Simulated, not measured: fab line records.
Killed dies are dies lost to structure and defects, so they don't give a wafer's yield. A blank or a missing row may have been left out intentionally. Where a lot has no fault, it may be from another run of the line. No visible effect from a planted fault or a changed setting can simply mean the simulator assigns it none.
Which of the tools did it? | flow rit-cmos | Sampling: 15 lots, 45 wafers, 4 of 202 route steps

== WHAT EACH GAUGE READ, for each wafer ==
RIT_PRETRO_TW_MEAS_10. Usual: for PRETRO_TW the level is 477 and the standard deviation is 3.2.
lot  | measured    | on            | PRETRO_TW   | flag
L482 | day 2 09:01 | film-metro-04 | 474 475 477 |
L483 | day 2 13:43 | film-metro-04 | 472 474 473 |
L484 | day 2 19:45 | film-metro-04 | 475 476 476 |
L485 | day 2 23:32 | film-metro-03 | 482 482 483 |
L486 | day 3 06:25 | film-metro-03 | 479 482 479 |
L487 | day 3 11:10 | film-metro-04 | 476 476 474 |
L488 | day 3 15:16 | film-metro-04 | 475 476 476 |
L489 | day 3 20:22 | film-metro-03 | 481 476 477 |
L490 | day 4 03:28 | film-metro-03 | 475 478 479 |
L491 | day 4 08:05 | film-metro-03 | 478 478 478 |
L492 | day 4 13:05 | film-metro-04 | 473 475 476 |
L494 | day 4 21:34 | film-metro-04 | 476 478 478 |
L500 | day 6 03:08 | film-metro-03 | 477 479 475 |
L501 | day 6 11:02 | film-metro-01 | 474 478 474 |
L505 | day 7 07:19 | film-metro-01 | 471 477 474 |

RIT_PLDD_OVL_MEAS_06. Usual: for PLDD_OVL the level is 0.7 nm and the standard deviation is 1.5.
lot  | measured    | on         | PLDD_OVL (nm)  | flag
L482 | day 2 20:55 | overlay-01 | 0.1 0.6 1.6    |
L483 | day 3 02:55 | overlay-02 | 1.6 -0.1 0.9   |
L484 | day 3 06:42 | overlay-01 | 0.0 -0.2 -0.3  |
L485 | day 3 11:22 | overlay-02 | 2.2 0.6 1.4    |
L486 | day 3 22:02 | overlay-02 | 2.6 1.8 2.8    |
L487 | day 3 23:20 | overlay-01 | 1.9 1.1 -0.8   |
L488 | day 4 01:50 | overlay-01 | -0.5 -2.4 -2.1 |
L489 | day 4 08:35 | overlay-01 | 3.5 2.7 2.8    |
L490 | day 4 16:02 | overlay-01 | 1.0 1.1 2.6    |
L491 | day 4 21:16 | overlay-01 | 1.2 1.8 1.9    |
L492 | day 5 05:01 | overlay-01 | -0.7 2.7 0.6   |
L494 | day 5 17:39 | overlay-02 | 0.4 -0.6 -1.4  |
L500 | day 6 15:59 | overlay-01 | 1.8 0.9 0.1    |
L501 | day 7 00:53 | overlay-01 | 1.5 1.3 2.3    |
L505 | day 7 20:56 | overlay-02 | -2.5 -2.0 -1.7 |

RIT_SPACER_THK_MEAS_04. Usual: for SPACER_NITRIDE_THK the level is 249.4 nm and the standard deviation is 2.5.
lot  | measured    | on            | SPACER_NITRIDE_THK (nm) | flag
L482 | day 2 23:47 | film-metro-04 | 249.6 246.2 247.4       |
L483 | day 3 05:46 | film-metro-04 | 250.0 253.5 252.1       |
L484 | day 3 09:34 | film-metro-04 | 253.5 252.1 254.0       |
L485 | day 3 15:25 | film-metro-03 | 247.9 247.5 248.5       |
L486 | day 4 00:53 | film-metro-03 | 247.8 248.3 248.5       |
L487 | day 4 02:49 | film-metro-04 | 248.6 249.5 253.1       |
L488 | day 4 04:45 | film-metro-03 | 251.0 250.7 251.5       |
L489 | day 4 11:28 | film-metro-04 | 244.5 242.9 245.6       |
L490 | day 4 18:55 | film-metro-04 | 246.2 244.5 244.4       |
L491 | day 5 00:07 | film-metro-01 | 233.0 232.2 231.3       | OFF
L492 | day 5 07:52 | film-metro-01 | 229.0 228.2 227.8       | OFF
L494 | day 5 20:39 | film-metro-01 | 228.1 227.9 226.8       | OFF
L500 | day 6 18:54 | film-metro-01 | 249.9 246.9 250.7       |
L501 | day 7 03:46 | film-metro-03 | 249.6 251.7 251.8       |
L505 | day 8 01:35 | film-metro-01 | 250.4 251.0 252.6       |

== WHICH TOOL RAN EACH LOT (tool, then ch and the chambers of the sampled wafers, then the start) ==
lot  | RIT_SPACER_CVD_03
L482 | lpcvd-02 ch 1, day 2 21:52
L483 | lpcvd-01 ch 1, day 3 03:51
L484 | lpcvd-01 ch 0, day 3 07:38
L485 | lpcvd-02 ch 1, day 3 13:29
L486 | lpcvd-02 ch 1, day 3 22:58
L487 | lpcvd-02 ch 0, day 4 00:53
L488 | lpcvd-02 ch 0, day 4 02:50
L489 | lpcvd-01 ch 1, day 4 09:33
L490 | lpcvd-02 ch 1, day 4 16:58
L491 | lpcvd-02 ch 1, day 4 22:12
L492 | lpcvd-02 ch 1, day 5 05:57
L494 | lpcvd-02 ch 1, day 5 18:44
L500 | lpcvd-01 ch 0, day 6 16:59
L501 | lpcvd-01 ch 1, day 7 01:49
L505 | lpcvd-01 ch 0, day 7 23:38
- RIT_SPACER_CVD_03: deposits Si3N4 from SiH2Cl2/NH3, target thk 250 nm, time 3300 s.

== AS READ BY THE TOOLS THEMSELVES (means over the sampled wafers that have a number; for cases with no such wafer, the mark the record gives instead) ==
RIT_SPACER_CVD_03. Usual: susceptor-temp-C 810.0 C, standard deviation 0.38; zone-power-centre-pct 37.6 %, standard deviation 2.6.
lot  | tool     | susceptor-temp-C (C) | zone-power-centre-pct (%) | flag
L482 | lpcvd-02 | 810.0                | 36.1                      |
L483 | lpcvd-01 | 809.7                | 39.7                      |
L484 | lpcvd-01 | 810.6                | 43.1                      |
L485 | lpcvd-02 | 809.9                | 36.1                      |
L486 | lpcvd-02 | 810.4                | 35.7                      |
L487 | lpcvd-02 | 809.9                | 35.4                      |
L488 | lpcvd-02 | 809.8                | 35.2                      |
L489 | lpcvd-01 | 810.4                | 39.5                      |
L490 | lpcvd-02 | 809.7                | 36.0                      |
L491 | lpcvd-02 | 810.3                | 35.6                      |
L492 | lpcvd-02 | 810.5                | 35.7                      |
L494 | lpcvd-02 | 809.9                | 36.0                      |
L500 | lpcvd-01 | 810.2                | 42.9                      |
L501 | lpcvd-01 | 810.0                | 39.8                      |
L505 | lpcvd-01 | 809.7                | 43.3                      |

== THE ANSWER, worked out from the rows above alone ==
Rule: a lot counts as off when the mean over its wafers that have a number is more than 3 standard deviations away from the usual mean. Also off: a lot with no number at a reading for which 4 or more lots have one. Where the step has rows for the other lots, those lots are counted as sound. First the gauges in route order, then the tools' own readings, where a lot's mean is used as printed above. At the first step where some lot is off, the reading lying furthest off is the one used; lots without a number count as furthest.
Off: at RIT_SPACER_THK_MEAS_04 (SPACER_NITRIDE_THK), L491, L492, L494.
A tool fits if, at a process step before that reading, it ran every lot that is off, and no sound lot after the first of them. The gauges at RIT_SPACER_THK_MEAS_04 are tried like those tools. One fits: RIT_SPACER_CVD_03 on lpcvd-02. Its last sound lot is L490 (day 4 16:58), its first lot that is off L491 (day 4 22:12): a fault that began between those two fits.

== WHAT WAS PUT IN BY THE SIMULATOR ==
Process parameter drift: lpcvd-02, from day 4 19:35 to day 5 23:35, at RIT_SPACER_CVD_03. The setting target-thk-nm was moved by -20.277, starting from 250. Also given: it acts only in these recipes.
Struck lots among those shown: L491, L492, L494. The rule given above showed the same thing.
